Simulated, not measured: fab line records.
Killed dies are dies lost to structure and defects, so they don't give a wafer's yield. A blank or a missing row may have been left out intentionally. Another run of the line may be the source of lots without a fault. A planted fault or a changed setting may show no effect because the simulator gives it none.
fab line records -- flow rit-cmos
record: lots: 13, wafers: 39, last-day: 7
route steps=202 shown ACTIVE@5 GATE@92 SPACER@130 M1@193
lots that met no fault: from a run of the same line without faults
start-h: the number of hours between the record's first day and the start of the first shown wafer of the lot -- wait-h: time in hours since the lot's previous step -- " same as the row above -- L1.1+2: one row covering several wafers at once -- - no value present, or no start provided -- * or withheld: withheld -- < > ~ a bound
route shown NAME@n: names a module that has steps shown in the file, with the first one's number in the route -- usual: average and standard deviation across the fault-free wafers -- same: alike in all rows -- chamber/n: place in a boat -- sites: the reading at each site -- _std_site: the values' standard deviation -- _edge_site: mean of outer sites minus mean of inner sites -- radius-mm: how far each site lies from the wafer's centre -- mask NAME#n: copy n -- behind: the tool/chamber that last shaped the wafer -- hold: reason for holding the lot/hours on hold/outcome of the hold -- device: names the non-switching transistor (n, p or np) -- end of line: at the end of the route, the tests of the same wafers -- a step without rows: its recipe alone -- killed: count of dies lost to structure and defects at first sort (not the wafer's yield) -- map: the dies of a wafer, with x for killed, . for not killed, _ for no die there
set.NAME: setting as actually run; set.NAME@STEP: the setting as run at that earlier step -- model.NAME: the simulator's own value behind a step, which no gauge read
one table for each step of the route and one row for each wafer, over a sample of lots
services: from which hour (start-h, from the record's first day; less than 0 if before it) a tool's chamber was out of use, for how many hours, and why
== steps ==
step: RIT_ACTIVE_THK_MEAS_04
recipe: reads: Si3N4_of_ACTIVE_CVD_03
usual: ACTIVE_NITRIDE_THK: 150.4/1.4
lot.wafer,tool,chamber,start-h,wait-h,ACTIVE_NITRIDE_THK[nm]
L158.2,film-metro-03,-,18.54,0.0,153.5
L158.3,film-metro-03,-,18.54,0.0,152.8
L158.5,film-metro-03,-,18.54,0.0,153.4
L159.1,film-metro-01,-,23.53,0.0,150.1
L159.3,film-metro-01,-,23.53,0.0,149.3
L159.5,film-metro-01,-,23.53,0.0,149.1
L161.2,film-metro-03,-,33.54,0.0,152.5
L161.5,film-metro-03,-,33.54,0.0,152.4
L161.6,film-metro-03,-,33.54,0.0,152.2
L162.1,film-metro-01,-,38.53,0.0,152.0
L162.4,film-metro-01,-,38.53,0.0,151.5
L162.6,film-metro-01,-,38.53,0.0,152.6
L163.1,film-metro-03,-,43.53,0.0,151.8
L163.2,film-metro-03,-,43.53,0.0,152.2
L163.5,film-metro-03,-,43.53,0.0,152.4
L164.1,film-metro-02,-,48.53,0.0,150.2
L164.3,film-metro-02,-,48.53,0.0,149.0
L164.5,film-metro-02,-,48.53,0.0,148.8
L165.4,film-metro-03,-,53.56,0.0,149.8
L165.5,film-metro-03,-,53.56,0.0,150.4
L165.6,film-metro-03,-,53.56,0.0,150.2
L167.4,film-metro-02,-,64.36,0.0,150.5
L167.5,film-metro-02,-,64.36,0.0,150.1
L167.6,film-metro-02,-,64.36,0.0,150.7
L168.1,film-metro-02,-,68.73,0.0,149.5
L168.2,film-metro-02,-,68.73,0.0,149.1
L168.6,film-metro-02,-,68.73,0.0,148.4
L169.3,film-metro-03,-,73.58,0.0,150.7
L169.4,film-metro-03,-,73.58,0.0,150.8
L169.5,film-metro-03,-,73.58,0.0,150.0
L173.1,film-metro-03,-,94.81,0.0,150.9
L173.2,film-metro-03,-,94.81,0.0,150.1
L173.6,film-metro-03,-,94.81,0.0,149.2
L177.1,film-metro-01,-,114.51,0.0,153.7
L177.3,film-metro-01,-,114.51,0.0,153.2
L177.5,film-metro-01,-,114.51,0.0,154.3
L178.1,film-metro-03,-,120.27,0.0,149.9
L178.3,film-metro-03,-,120.27,0.0,150.6
L178.4,film-metro-03,-,120.27,0.0,150.3
step: RIT_GATE_CD_MEAS_16
recipe: target-cd-nm: 150
usual: cd-nm: 150.5/2.5
lot.wafer,tool,chamber,start-h,wait-h,cd-nm
L158.2,cd-sem-01,-,40.92,-,151.4
L158.3,cd-sem-01,-,40.92,-,150.8
L158.5,cd-sem-01,-,40.92,-,147.8
L159.1,cd-sem-01,-,47.96,-,151.9
L159.3,cd-sem-01,-,47.96,-,150.0
L159.5,cd-sem-01,-,47.96,-,150.8
L161.2,cd-sem-02,-,57.25,-,149.8
L161.5,cd-sem-02,-,57.25,-,151.1
L161.6,cd-sem-02,-,57.25,-,150.2
L162.1,cd-sem-02,-,61.52,-,150.8
L162.4,cd-sem-02,-,61.52,-,155.0
L162.6,cd-sem-02,-,61.52,-,152.5
L163.1,cd-sem-01,-,68.46,-,153.4
L163.2,cd-sem-01,-,68.46,-,155.5
L163.5,cd-sem-01,-,68.46,-,153.4
L164.1,cd-sem-01,-,74.36,-,150.4
L164.3,cd-sem-01,-,74.36,-,150.7
L164.5,cd-sem-01,-,74.36,-,149.2
L165.4,cd-sem-01,-,77.43,-,149.2
L165.5,cd-sem-01,-,77.43,-,149.2
L165.6,cd-sem-01,-,77.43,-,149.5
L167.4,cd-sem-02,-,87.88,-,150.4
L167.5,cd-sem-02,-,87.88,-,148.8
L167.6,cd-sem-02,-,87.88,-,151.3
L168.1,cd-sem-02,-,95.10,-,148.8
L168.2,cd-sem-02,-,95.10,-,146.5
L168.6,cd-sem-02,-,95.10,-,150.6
L169.3,cd-sem-01,-,101.97,-,149.6
L169.4,cd-sem-01,-,101.97,-,151.5
L169.5,cd-sem-01,-,101.97,-,149.7
L173.1,cd-sem-02,-,127.09,-,147.7
L173.2,cd-sem-02,-,127.09,-,146.8
L173.6,cd-sem-02,-,127.09,-,146.6
L177.1,cd-sem-01,-,140.79,-,148.6
L177.3,cd-sem-01,-,140.79,-,146.2
L177.5,cd-sem-01,-,140.79,-,147.5
L178.1,cd-sem-02,-,147.85,-,151.5
L178.3,cd-sem-02,-,147.85,-,152.4
L178.4,cd-sem-02,-,147.85,-,152.4
step: RIT_SPACER_ETCHBACK_05
recipe: target-depth-a: 2500, SF6_flow_sccm: 30, CHF3_flow_sccm: 30, target: Si3N4, chemistry: SF6/CHF3, pressure-mtorr: 40, rf-w: 250, time-s: 240, stop-on: SiO2
usual: CHF3_flow_sccm: 29.99/0.094, SF6_flow_sccm: 30.01/0.09, drypump-motor-current-A: 5.6/0.49, oes-product-au: 0.850/0.013, throttle-valve-pct: 10.30/0.17
lot.wafer,tool,chamber,start-h,wait-h,CHF3_flow_sccm,SF6_flow_sccm,drypump-motor-current-A,oes-product-au,rf-hours-counter-h,throttle-valve-pct
L158.2,rie-diel-02,1,49.90,0.0,29.89,29.99,5.3,0.856,20,9.98
L158.3,rie-diel-02,3,49.90,0.0,30.17,29.91,5.0,0.841,164,10.14
L158.5,rie-diel-02,0,49.90,0.0,29.80,29.94,5.2,0.833,-,10.36
L159.1,rie-diel-03,3,57.11,0.1,30.08,30.08,6.3,0.834,4,10.18
L159.3,rie-diel-03,2,57.11,0.1,29.94,29.94,6.5,0.852,0,10.35
L159.5,rie-diel-03,3,57.11,0.1,29.98,30.17,6.3,0.837,-,10.19
L161.2,rie-diel-02,3,66.16,0.0,29.92,30.04,5.0,0.849,164,10.13
L161.5,rie-diel-02,0,66.16,0.0,30.10,29.89,5.2,0.836,-,10.37
L161.6,rie-diel-02,1,66.16,0.0,30.04,30.04,5.3,0.845,-,9.96
L162.1,rie-diel-03,0,70.60,0.1,29.99,30.06,6.0,0.872,1,10.49
L162.4,rie-diel-03,2,70.60,0.1,29.95,29.98,6.5,0.865,0,10.36
L162.6,rie-diel-03,2,70.60,0.1,29.98,29.95,6.5,0.857,-,10.34
L163.1,rie-diel-03,2,78.30,0.1,29.99,30.13,6.5,0.851,0,10.36
L163.2,rie-diel-03,3,78.30,0.1,29.85,30.05,6.3,0.838,4,10.19
L163.5,rie-diel-03,1,78.30,0.1,30.10,30.11,5.7,0.866,-,10.59
L164.1,rie-diel-02,2,83.49,0.1,29.99,29.92,5.3,0.840,122,10.23
L164.3,rie-diel-02,1,83.49,0.1,30.13,30.06,5.3,0.847,21,9.98
L164.5,rie-diel-02,0,83.49,0.1,29.94,30.07,5.2,0.846,-,10.37
L165.4,rie-diel-04,3,87.32,0.0,29.91,29.99,5.6,0.815,163,10.43
L165.5,rie-diel-04,3,87.32,0.0,29.88,30.04,5.6,0.812,-,10.42
L165.6,rie-diel-04,2,87.32,0.0,30.03,29.97,6.0,0.845,-,10.42
L167.4,rie-diel-03,1,97.84,0.0,29.98,30.16,5.7,0.858,116,10.61
L167.5,rie-diel-03,2,97.84,0.0,30.13,29.97,6.5,0.857,-,10.36
L167.6,rie-diel-03,1,97.84,0.0,29.93,29.98,5.7,0.862,-,10.60
L168.1,rie-diel-03,0,105.09,0.1,29.98,29.87,6.0,0.869,2,10.49
L168.2,rie-diel-03,1,105.09,0.1,29.87,29.93,5.7,0.857,116,10.60
L168.6,rie-diel-03,2,105.09,0.1,29.84,30.06,6.5,0.868,-,10.34
L169.3,rie-diel-03,2,114.90,0.0,29.95,29.99,6.5,0.854,1,10.35
L169.4,rie-diel-03,3,114.90,0.0,30.01,30.04,6.3,0.840,5,10.18
L169.5,rie-diel-03,2,114.90,0.0,29.96,29.91,6.5,0.848,-,10.35
L173.1,rie-diel-04,2,137.15,0.1,30.16,30.00,6.1,0.838,0,10.41
L173.2,rie-diel-04,0,137.15,0.1,29.94,30.25,5.0,0.857,1,10.32
L173.6,rie-diel-04,0,137.15,0.1,29.89,30.09,5.0,0.854,-,10.29
L177.1,rie-diel-04,2,151.48,0.1,29.96,30.18,6.1,0.845,1,10.42
L177.3,rie-diel-04,0,151.48,0.1,29.98,30.10,5.0,0.860,1,10.30
L177.5,rie-diel-04,0,151.48,0.1,29.94,29.99,5.0,0.858,-,10.33
L178.1,rie-diel-02,3,157.26,0.1,30.03,30.02,5.0,0.839,1,10.12
L178.3,rie-diel-02,1,157.26,0.1,30.15,29.91,5.3,0.848,22,9.98
L178.4,rie-diel-02,2,157.26,0.1,30.21,30.07,5.3,0.839,124,10.22
step: RIT_M1_CD_MEAS_09
recipe: target-cd-nm: 2600
usual: cd-nm: 2599.9/1.7
lot.wafer,tool,chamber,start-h,wait-h,cd-nm
L158.2,cd-sem-02,-,58.30,-,2600.6
L158.3,cd-sem-02,-,58.30,-,2598.3
L158.5,cd-sem-02,-,58.30,-,2599.4
L159.1,cd-sem-01,-,65.46,-,2601.0
L159.3,cd-sem-01,-,65.46,-,2601.6
L159.5,cd-sem-01,-,65.46,-,2600.1
L161.2,cd-sem-02,-,74.46,-,2599.9
L161.5,cd-sem-02,-,74.46,-,2600.1
L161.6,cd-sem-02,-,74.46,-,2599.6
L162.1,cd-sem-02,-,78.92,-,2599.3
L162.4,cd-sem-02,-,78.92,-,2599.9
L162.6,cd-sem-02,-,78.92,-,2598.4
L163.1,cd-sem-01,-,86.64,-,2600.2
L163.2,cd-sem-01,-,86.64,-,2601.2
L163.5,cd-sem-01,-,86.64,-,2600.4
L164.1,cd-sem-02,-,91.78,-,2602.3
L164.3,cd-sem-02,-,91.78,-,2601.0
L164.5,cd-sem-02,-,91.78,-,2601.9
L165.4,cd-sem-01,-,95.80,-,2600.2
L165.5,cd-sem-01,-,95.80,-,2597.8
L165.6,cd-sem-01,-,95.80,-,2596.6
L167.4,cd-sem-02,-,106.27,-,2600.1
L167.5,cd-sem-02,-,106.27,-,2599.7
L167.6,cd-sem-02,-,106.27,-,2598.3
L168.1,cd-sem-02,-,113.46,-,2597.4
L168.2,cd-sem-02,-,113.46,-,2598.8
L168.6,cd-sem-02,-,113.46,-,2600.8
L169.3,cd-sem-02,-,123.31,-,2601.2
L169.4,cd-sem-02,-,123.31,-,2600.5
L169.5,cd-sem-02,-,123.31,-,2601.9
L173.1,cd-sem-02,-,145.42,-,2596.1
L173.2,cd-sem-02,-,145.42,-,2597.6
L173.6,cd-sem-02,-,145.42,-,2597.6
L177.1,cd-sem-02,-,160.42,-,2600.2
L177.3,cd-sem-02,-,160.42,-,2599.4
L177.5,cd-sem-02,-,160.42,-,2600.2
L178.1,cd-sem-02,-,165.54,-,2597.1
L178.3,cd-sem-02,-,165.54,-,2599.0
L178.4,cd-sem-02,-,165.54,-,2600.0
step: RIT_M1_PROBE_99
usual: killed_at_M0_to_M3: 0.0/0.12, killed-at-contacts: 0.1/0.24, killed-at-front-end: 6.6/2.7, killed-dies: 6.6/2.7, killed-open: 3.3/1.8, killed-short: 3.4/1.9
same: gross-dies: 264, killed_at_M4_up: 0, killed-at-back-side: 0, killed-at-other: 0
lot.wafer,tool,chamber,start-h,wait-h,killed_at_M0_to_M3,killed-at-contacts,killed-at-front-end,killed-dies,killed-open,killed-short
L164.1,prober-02,-,94.95,0.1,0,0,4,4,0,4
L164.3,prober-02,-,95.05,0.2,0,0,4,4,1,3
L164.5,prober-02,-,95.15,0.2,0,0,9,9,4,5
L165.4,prober-01,-,99.24,0.2,0,0,9,9,7,2
L165.5,prober-01,-,99.29,0.2,0,1,4,5,4,1
L165.6,prober-01,-,99.34,0.2,0,0,10,10,3,7
L169.3,prober-01,-,126.03,0.2,0,0,6,6,4,2
L169.4,prober-01,-,126.08,0.2,0,0,4,4,1,3
L169.5,prober-01,-,126.13,0.2,0,0,6,6,3,3
L177.1,prober-01,-,164.18,0.1,0,0,7,7,4,3
L177.3,prober-01,-,164.28,0.2,0,0,12,12,2,3
L177.5,prober-01,-,164.38,0.2,0,0,17,17,3,3
L178.1,prober-02,-,168.67,0.1,0,0,4,4,1,3
L178.3,prober-02,-,168.77,0.2,0,0,10,10,7,3
L178.4,prober-02,-,168.82,0.2,0,0,2,2,1,1
killed by level:class
L164.1 GATE:geometric-particle:short=3 SPACER:geometric-particle:short=1
L164.3 GATE:geometric-particle:short=2 FOX2:geometric-particle:short=1 GATE:geometric-particle:open=1
L164.5 GATE:geometric-particle:short=3 SPACER:geometric-particle:open=2 FOX1:geometric-particle:short=1 FOX1:geometric-particle:open=1 FOX2:geometric-particle:short=1 GATE:geometric-particle:open=1
L165.4 GATE:geometric-particle:open=2 SILICIDE:geometric-particle:open=2 FOX1:geometric-particle:short=1 FOX1:geometric-particle:open=1 FOX2:geometric-particle:open=1 GATE:geometric-particle:short=1 SPACER:geometric-particle:open=1
L165.5 FOX2:geometric-particle:open=1 GATE:geometric-particle:open=1 SPACER:geometric-particle:short=1 SPACER:geometric-particle:open=1 CONTACT:geometric-particle:open=1
L165.6 GATE:geometric-particle:short=3 FOX1:geometric-particle:short=2 GATE:geometric-particle:open=2 FOX2:geometric-particle:open=1 FOX2:geometric-particle:short=1 REOX:geometric-particle:short=1
L169.3 FOX1:geometric-particle:open=2 GATE:geometric-particle:short=1 REOX:geometric-particle:open=1 SPACER:geometric-particle:short=1 SPACER:geometric-particle:open=1
L169.4 GATE:geometric-particle:open=1 GATE:geometric-particle:short=1 REOX:geometric-particle:short=1 SPACER:geometric-particle:short=1
L169.5 FOX2:geometric-particle:open=2 SPACER:geometric-particle:short=2 FOX1:geometric-particle:short=1 GATE:geometric-particle:open=1
L177.1 FOX1:geometric-particle:open=2 FOX1:geometric-particle:short=1 GATE:geometric-particle:short=1 GATE:geometric-particle:open=1 REOX:geometric-particle:open=1 SPACER:geometric-particle:short=1
L177.3 SPACER:unspecified=7 FOX1:geometric-particle:short=1 GATE:geometric-particle:short=1 REOX:geometric-particle:open=1 SPACER:geometric-particle:short=1 SILICIDE:geometric-particle:open=1
L177.5 SPACER:unspecified=11 GATE:geometric-particle:short=3 GATE:geometric-particle:open=2 SILICIDE:geometric-particle:open=1
L178.1 GATE:geometric-particle:short=2 FOX2:geometric-particle:short=1 GATE:geometric-particle:open=1
L178.3 GATE:geometric-particle:open=3 SPACER:geometric-particle:open=2 FOX1:geometric-particle:open=1 FOX2:geometric-particle:short=1 GATE:geometric-particle:short=1 REOX:geometric-particle:open=1 SPACER:geometric-particle:short=1
L178.4 GATE:geometric-particle:short=1 GATE:geometric-particle:open=1
== services ==
tool,chamber,start-h,hours,kind
rie-diel-03,2,30.08,-,clean
rie-diel-03,2,30.08,16.6,scheduled-down
rie-diel-03,2,30.08,16.6,vent-cycle
rie-diel-04,-,46.30,14.6,pm
rie-diel-03,2,49.00,5.9,repair
rie-diel-02,3,76.76,-,clean
rie-diel-02,3,76.76,18.9,scheduled-down
rie-diel-02,3,76.76,18.9,vent-cycle
rie-diel-02,-,87.15,0.8,repair
rie-diel-04,0,87.92,-,clean
rie-diel-04,0,87.92,14.5,scheduled-down
rie-diel-04,0,87.92,14.5,vent-cycle
rie-diel-04,2,99.12,2.3,repair
rie-diel-04,2,102.39,-,clean
rie-diel-04,2,102.39,20.0,scheduled-down
rie-diel-04,2,102.39,20.0,vent-cycle
rie-diel-04,3,122.35,-,clean
rie-diel-04,3,122.35,20.5,scheduled-down
rie-diel-04,3,122.35,20.5,vent-cycle
== key ==
first-sign: step: RIT_M1_PROBE_99, reading: killed-at-front-end, direction: up, sigmas: 3, usual: 6.6, struck: 14.5
effect: step: RIT_M1_PROBE_99, reading: killed-dies, direction: up, sigmas: 2.9, usual: 6.6, struck: 14.5
met-at RIT_SPACER_ETCHBACK_05
struck-lots L177
struck-wafers L177.3,L177.5
tester-left-out L177
not-acting-at RIT_ACTIVE_THK_MEAS_04,RIT_GATE_CD_MEAS_16,RIT_M1_CD_MEAS_09
onset-between 137.15 151.48
fault: kind: chamber-particle-source, tool: rie-diel-04, chamber: 0, onset-h: 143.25, steps: RIT_SPACER_ETCHBACK_05, rate-per-visit-cm2: 0.06719, end-h: 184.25
tester-left-out: of these lots the tester's yield and bins aren't shown, on N5 and GAA mostly nor the transistor test; their killed dies are dies lost to structure and defects alone, not to doping, threshold or leakage, so they don't give the yield
